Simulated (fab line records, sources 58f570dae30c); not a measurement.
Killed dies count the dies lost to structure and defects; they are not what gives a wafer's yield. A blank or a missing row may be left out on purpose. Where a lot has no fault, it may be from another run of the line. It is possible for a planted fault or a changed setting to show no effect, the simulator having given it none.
Check for tools in common || flow berkeley cmos170 || Sampled: 14 lots, 42 wafers

== WHAT PROMPTED THE OPENING ==
Of 14 lots, 2 have the reading PWELL_TW flagged at UCB170_PWELL_TW_MEAS_17. Fault-free wafers read 379, with a standard deviation of 3.
Rule: a lot is flagged when every wafer of it that has a number lies more than 4 standard deviations from that mean, or none has a number. The rest of the lots are taken to be sound.

{"lot": "L172", "measured": "day 4 00:32", "on": "film metro-02", "PWELL_TW, wafer by wafer": "376 378 376", "flag": ""}
{"lot": "L173", "measured": "day 4 01:05", "on": "film metro-02", "PWELL_TW, wafer by wafer": "373 376 375", "flag": ""}
{"lot": "L175", "measured": "day 4 20:32", "on": "film metro-04", "PWELL_TW, wafer by wafer": "383 383 384", "flag": ""}
{"lot": "L174", "measured": "day 4 21:31", "on": "film metro-02", "PWELL_TW, wafer by wafer": "378 376 377", "flag": ""}
{"lot": "L176", "measured": "day 5 07:50", "on": "film metro-02", "PWELL_TW, wafer by wafer": "377 377 376", "flag": ""}
{"lot": "L177", "measured": "day 5 08:35", "on": "film metro-04", "PWELL_TW, wafer by wafer": "383 382 380", "flag": ""}
{"lot": "L181", "measured": "day 5 19:01", "on": "film metro-02", "PWELL_TW, wafer by wafer": "466 466 466", "flag": "FLAGGED"}
{"lot": "L180", "measured": "day 5 19:11", "on": "film metro-01", "PWELL_TW, wafer by wafer": "378 378 379", "flag": ""}
{"lot": "L179", "measured": "day 5 19:20", "on": "film metro-02", "PWELL_TW, wafer by wafer": "463 465 465", "flag": "FLAGGED"}
{"lot": "L187", "measured": "day 7 09:12", "on": "film metro-02", "PWELL_TW, wafer by wafer": "376 378 375", "flag": ""}
{"lot": "L189", "measured": "day 7 16:52", "on": "film metro-04", "PWELL_TW, wafer by wafer": "385 381 380", "flag": ""}
{"lot": "L188", "measured": "day 7 17:15", "on": "film metro-04", "PWELL_TW, wafer by wafer": "382 383 382", "flag": ""}
{"lot": "L191", "measured": "day 7 20:53", "on": "film metro-01", "PWELL_TW, wafer by wafer": "375 377 376", "flag": ""}
{"lot": "L192", "measured": "day 8 05:37", "on": "film metro-02", "PWELL_TW, wafer by wafer": "379 377 377", "flag": ""}
On average the flagged lots' numbers are 465, which is +86 against the usual, or +29 standard deviations.

== LOT BY LOT: THE TOOL USED ==
The record keeps 1 process step preceding the reading, out of 331 steps on the route. Cell contents, in order: the tool; ch with the chambers the sampled wafers went through; the start.
{"lot": "L172", "flag": "", "UCB170_PWELL_IMPLANT_15": "implanter-03 ch 0, day 4 00:17"}
{"lot": "L173", "flag": "", "UCB170_PWELL_IMPLANT_15": "implanter-02 ch 0, day 4 00:51"}
{"lot": "L175", "flag": "", "UCB170_PWELL_IMPLANT_15": "implanter-03 ch 0, day 4 20:17"}
{"lot": "L174", "flag": "", "UCB170_PWELL_IMPLANT_15": "implanter-02 ch 0, day 4 21:18"}
{"lot": "L176", "flag": "", "UCB170_PWELL_IMPLANT_15": "implanter-03 ch 0, day 5 07:35"}
{"lot": "L177", "flag": "", "UCB170_PWELL_IMPLANT_15": "implanter-04 ch 0, day 5 08:22"}
{"lot": "L181", "flag": "FLAGGED", "UCB170_PWELL_IMPLANT_15": "implanter-04 ch 0, day 5 18:25"}
{"lot": "L180", "flag": "", "UCB170_PWELL_IMPLANT_15": "implanter-04 ch 0, day 5 18:56"}
{"lot": "L179", "flag": "FLAGGED", "UCB170_PWELL_IMPLANT_15": "implanter-03 ch 0, day 5 18:47"}
{"lot": "L187", "flag": "", "UCB170_PWELL_IMPLANT_15": "implanter-02 ch 0, day 7 08:57"}
{"lot": "L189", "flag": "", "UCB170_PWELL_IMPLANT_15": "implanter-02 ch 0, day 7 16:37"}
{"lot": "L188", "flag": "", "UCB170_PWELL_IMPLANT_15": "implanter-03 ch 0, day 7 17:00"}
{"lot": "L191", "flag": "", "UCB170_PWELL_IMPLANT_15": "implanter-04 ch 0, day 7 20:39"}
{"lot": "L192", "flag": "", "UCB170_PWELL_IMPLANT_15": "implanter-04 ch 0, day 8 05:24"}
What is done by these steps:
- UCB170_PWELL_IMPLANT_15
- UCB170_PWELL_TW_MEAS_17

== FLAGGED AGAINST TOTAL, ONE TOOL AT A TIME (gauges that did the reading follow at the end) ==
{"step": "UCB170_PWELL_IMPLANT_15", "tool": "implanter-02", "lots run": 4, "flagged": 0, "share of the flagged lots": "none", "sound lots run after its first flagged lot": "-"}
{"step": "UCB170_PWELL_IMPLANT_15", "tool": "implanter-03", "lots run": 5, "flagged": 1, "share of the flagged lots": "some", "sound lots run after its first flagged lot": "1 (L188)"}
{"step": "UCB170_PWELL_IMPLANT_15", "tool": "implanter-04", "lots run": 5, "flagged": 1, "share of the flagged lots": "some", "sound lots run after its first flagged lot": "3 (L180,L191,L192)"}
{"step": "UCB170_PWELL_TW_MEAS_17", "tool": "film metro-01", "lots run": 2, "flagged": 0, "share of the flagged lots": "none", "sound lots run after its first flagged lot": "-"}
{"step": "UCB170_PWELL_TW_MEAS_17", "tool": "film metro-02", "lots run": 8, "flagged": 2, "share of the flagged lots": "all", "sound lots run after its first flagged lot": "2 (L187,L192)"}
{"step": "UCB170_PWELL_TW_MEAS_17", "tool": "film metro-04", "lots run": 4, "flagged": 0, "share of the flagged lots": "none", "sound lots run after its first flagged lot": "-"}

== WHAT THE TABLE ALLOWS ==
Rows of the table that ran each flagged lot: 1, that is film metro-02 at UCB170_PWELL_TW_MEAS_17.
- film metro-02 at UCB170_PWELL_TW_MEAS_17: 2 of its 8 lots flagged. Sound lots followed the first flagged one (L187, L192) on it, something a lasting fault affecting the whole tool could not allow.
Every row of the table either missed a flagged lot or ran a sound lot after the first.

== WHAT THE SIMULATOR HAD INSERTED ==
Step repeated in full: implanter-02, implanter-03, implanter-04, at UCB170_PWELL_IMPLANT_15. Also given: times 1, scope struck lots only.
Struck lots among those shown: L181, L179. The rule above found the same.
